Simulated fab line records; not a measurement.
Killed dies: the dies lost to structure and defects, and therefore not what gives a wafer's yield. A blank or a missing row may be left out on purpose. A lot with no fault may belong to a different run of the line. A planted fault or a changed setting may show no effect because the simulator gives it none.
Which of the tools did it? + flow berkeley-cmos170 + Sampling: 6 lots, 18 wafers, 2 of 331 route steps

WHAT EACH GAUGE READ, for each wafer
UCB170_M1_RS_MEAS_01: uses a four-point probe to measure.
| lot  | measured     | on            | M1_AL_RS (ohm/sq)    |
|------|--------------|---------------|----------------------|
| L469 | day 7 03:38  | film-metro-04 | 0.0484 0.0480 0.0480 |
| L473 | day 8 09:49  | film-metro-03 | 0.0489 0.0484 0.0490 |
| L479 | day 9 19:01  | film-metro-01 | 0.0463 0.0488 0.0492 |
| L483 | day 10 00:22 | film-metro-03 | 0.0485 0.0487 0.0488 |
| L485 | day 10 10:31 | film-metro-01 | 0.0490 0.0492 0.0487 |
| L488 | day 11 10:37 | film-metro-01 | 0.0487 0.0481 0.0486 |

TOOL THAT RAN EACH LOT (tool first, then ch and the chambers of the sampled wafers, then the start)
| lot  | UCB170_M1_SPUTTER_00         |
|------|------------------------------|
| L469 | pvd-sputter-04, day 7 03:35  |
| L473 | pvd-sputter-03, day 8 09:46  |
| L479 | pvd-sputter-04, day 9 18:55  |
| L483 | pvd-sputter-03, day 10 00:19 |
| L485 | pvd-sputter-03, day 10 10:26 |
| L488 | pvd-sputter-03, day 11 10:33 |
- UCB170_M1_SPUTTER_00: material Al, target thk 600 nm, time 80 s.

THE ANSWER, worked out from the rows above alone
Rule: what is usual is taken from the lots themselves. Put in order of their means at a reading, lots are off if they are a third of the lots or fewer, leave a main group of 4 or more, and stand apart from it by a gap of 3 or more times the standard deviation of the main group's means; of several such gaps the widest counts. A main group whose means are all the same, to the digits that the tables above print for the reading, isn't used. A lot without any number at a reading at which 4 lots or more have one is off too. All remaining lots with rows at the step are treated as sound.
Nothing can be told from this: no lot is off at any reading shown.

WHAT THE SIMULATOR PUT IN
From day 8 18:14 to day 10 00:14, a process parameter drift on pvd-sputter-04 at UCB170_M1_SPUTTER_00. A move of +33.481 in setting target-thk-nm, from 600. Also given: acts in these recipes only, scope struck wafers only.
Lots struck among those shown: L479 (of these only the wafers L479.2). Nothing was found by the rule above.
